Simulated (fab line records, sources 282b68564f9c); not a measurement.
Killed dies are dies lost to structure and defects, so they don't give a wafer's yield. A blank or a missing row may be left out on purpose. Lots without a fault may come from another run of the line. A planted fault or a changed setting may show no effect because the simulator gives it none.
Which tool did it? | flow rit_cmos | 13 lots, 39 wafers sampled, at 4 steps of a route of 202

WHAT THE GAUGES READ, wafer by wafer
RIT_FOX2_THK_MEAS_01.
lot  | measured    | on            | FOX2_OXIDE_THK (nm)
L452 | day 1 20:02 | film_metro-04 | 360 352 360
L453 | day 2 01:07 | film_metro-03 | 354 350 352
L454 | day 2 05:53 | film_metro-01 | 355 356 356
L455 | day 2 10:47 | film_metro-04 | 344 352 349
L456 | day 2 16:15 | film_metro-04 | 349 343 345
L457 | day 2 21:34 | film_metro-03 | 354 355 349
L460 | day 3 15:24 | film_metro-04 | 355 353 348
L463 | day 4 05:09 | film_metro-04 | 342 343 344
L470 | day 5 14:58 | film_metro-04 | 344 342 343
L471 | day 5 19:01 | film_metro-04 | 351 349 338
L472 | day 5 23:09 | film_metro-04 | 350 350 351
L473 | day 6 05:34 | film_metro-01 | 362 362 357
L475 | day 6 14:37 | film_metro-04 | 339 338 338

RIT_NSD_OVL_MEAS_06.
lot  | measured    | on         | NSD_OVL (nm)
L452 | day 3 05:15 | overlay-01 | 2.1 2.1 3.1
L453 | day 3 11:08 | overlay-01 | -0.3 1.5 0.4
L454 | day 3 14:22 | overlay-01 | 0.5 0.8 -0.5
L455 | day 3 20:44 | overlay-01 | 1.1 3.5 1.7
L456 | day 4 01:26 | overlay-01 | -2.1 -2.1 1.0
L457 | day 4 06:05 | overlay-01 | -1.3 1.3 0.5
L460 | day 4 23:09 | overlay-02 | -1.1 0.0 1.0
L463 | day 5 11:52 | overlay-02 | -2.9 -0.5 -1.4
L470 | day 6 23:04 | overlay-01 | -0.4 -0.1 -2.0
L471 | day 7 01:03 | overlay-01 | -0.9 0.5 0.4
L472 | day 7 04:46 | overlay-02 | -0.1 -0.7 2.1
L473 | day 7 12:04 | overlay-01 | -0.2 -0.4 -1.6
L475 | day 7 23:08 | overlay-01 | 0.7 0.9 0.8

WHICH TOOL RAN EACH LOT (tool, then ch and the chambers of the sampled wafers, then the start)
lot  | RIT_ACTIVE_OXIDATION_01      | RIT_PWELL_STRIP_09
L452 | furnace-03 ch 0, day 1 10:17 | plasma_asher-03 ch 0,1, day 2 00:17
L453 | furnace-01 ch 0, day 1 15:16 | plasma_asher-04 ch 0,1, day 2 05:18
L454 | furnace-04 ch 0, day 1 20:07 | plasma_asher-04 ch 0,1, day 2 10:10
L455 | furnace-04 ch 0, day 2 01:07 | plasma_asher-04 ch 0,1, day 2 14:56
L456 | furnace-04 ch 0, day 2 06:07 | plasma_asher-04 ch 0,1, day 2 20:15
L457 | furnace-01 ch 0, day 2 12:11 | plasma_asher-03 ch 0,1, day 3 01:50
L460 | furnace-03 ch 0, day 3 04:51 | plasma_asher-02 ch 0,1, day 3 19:23
L463 | furnace-04 ch 0, day 3 17:07 | plasma_asher-04 ch 0,1, day 4 09:08
L470 | furnace-01 ch 0, day 5 04:43 | plasma_asher-03 ch 0,1, day 5 18:56
L471 | furnace-01 ch 0, day 5 09:58 | plasma_asher-03 ch 0,1, day 5 23:01
L472 | furnace-01 ch 0, day 5 14:57 | plasma_asher-03 ch 1, day 6 03:31
L473 | furnace-01 ch 0, day 5 19:41 | plasma_asher-03 ch 0,1, day 6 09:29
L475 | furnace-03 ch 0, day 6 05:41 | plasma_asher-03 ch 0,1, day 6 18:35
- RIT_ACTIVE_OXIDATION_01: target thk 46.8 nm, ox time 3360 s.
- RIT_PWELL_STRIP_09: strips in O2, time 180 s.

WHAT THE TOOLS THEMSELVES READ (means of the sampled wafers that have a number; where no wafer has one, the mark that the record gives instead)
RIT_ACTIVE_OXIDATION_01.
lot  | tool       | tube_center_temp_C_max | zone_power_load_pct (%)
L452 | furnace-03 | 1002.6                 | 32.5
L453 | furnace-01 | 1002.7                 | 36.2
L454 | furnace-04 | 1002.5                 | 30.2
L455 | furnace-04 | 1002.7                 | 30.0
L456 | furnace-04 | 1002.7                 | 30.3
L457 | furnace-01 | 1002.5                 | 35.7
L460 | furnace-03 | 1002.7                 | 32.5
L463 | furnace-04 | 1002.7                 | 30.2
L470 | furnace-01 | 1002.4                 | 35.5
L471 | furnace-01 | 1002.5                 | 35.7
L472 | furnace-01 | 1002.3                 | 35.7
L473 | furnace-01 | 1002.4                 | 35.8
L475 | furnace-03 | 1002.5                 | 32.6

RIT_PWELL_STRIP_09.
lot  | tool            | drypump_motor_current_A (A)
L452 | plasma_asher-03 | 5.7
L453 | plasma_asher-04 | 4.9
L454 | plasma_asher-04 | 5.1
L455 | plasma_asher-04 | 4.9
L456 | plasma_asher-04 | 4.9
L457 | plasma_asher-03 | 5.6
L460 | plasma_asher-02 | 5.9
L463 | plasma_asher-04 | 5.0
L470 | plasma_asher-03 | 5.5
L471 | plasma_asher-03 | 5.7
L472 | plasma_asher-03 | 5.4
L473 | plasma_asher-03 | 5.7
L475 | plasma_asher-03 | 5.7

THE ANSWER, worked out from the rows above alone
Rule: what is usual is taken from the lots themselves. Put in order of their means at a reading, lots are off if they are a third of the lots or fewer, leave a main group of 4 or more, and stand apart from it by a gap of 3 or more times the standard deviation of the main group's means; of several such gaps the widest counts. A main group whose means are all the same, to the digits that the tables above print for the reading, isn't used. A lot without any number at a reading at which 4 lots or more have one is off too. The other lots that the step has rows for count as sound. The gauges are gone through in route order, then the tools' own readings, and for those a lot's mean is taken as printed above. The first step at which some lot is off is used, and at that step the reading that is off furthest; a lot without a number counts as furthest.
No lot is off at any reading shown: from this, nothing can be told.

WHAT THE SIMULATOR HAD PUT IN
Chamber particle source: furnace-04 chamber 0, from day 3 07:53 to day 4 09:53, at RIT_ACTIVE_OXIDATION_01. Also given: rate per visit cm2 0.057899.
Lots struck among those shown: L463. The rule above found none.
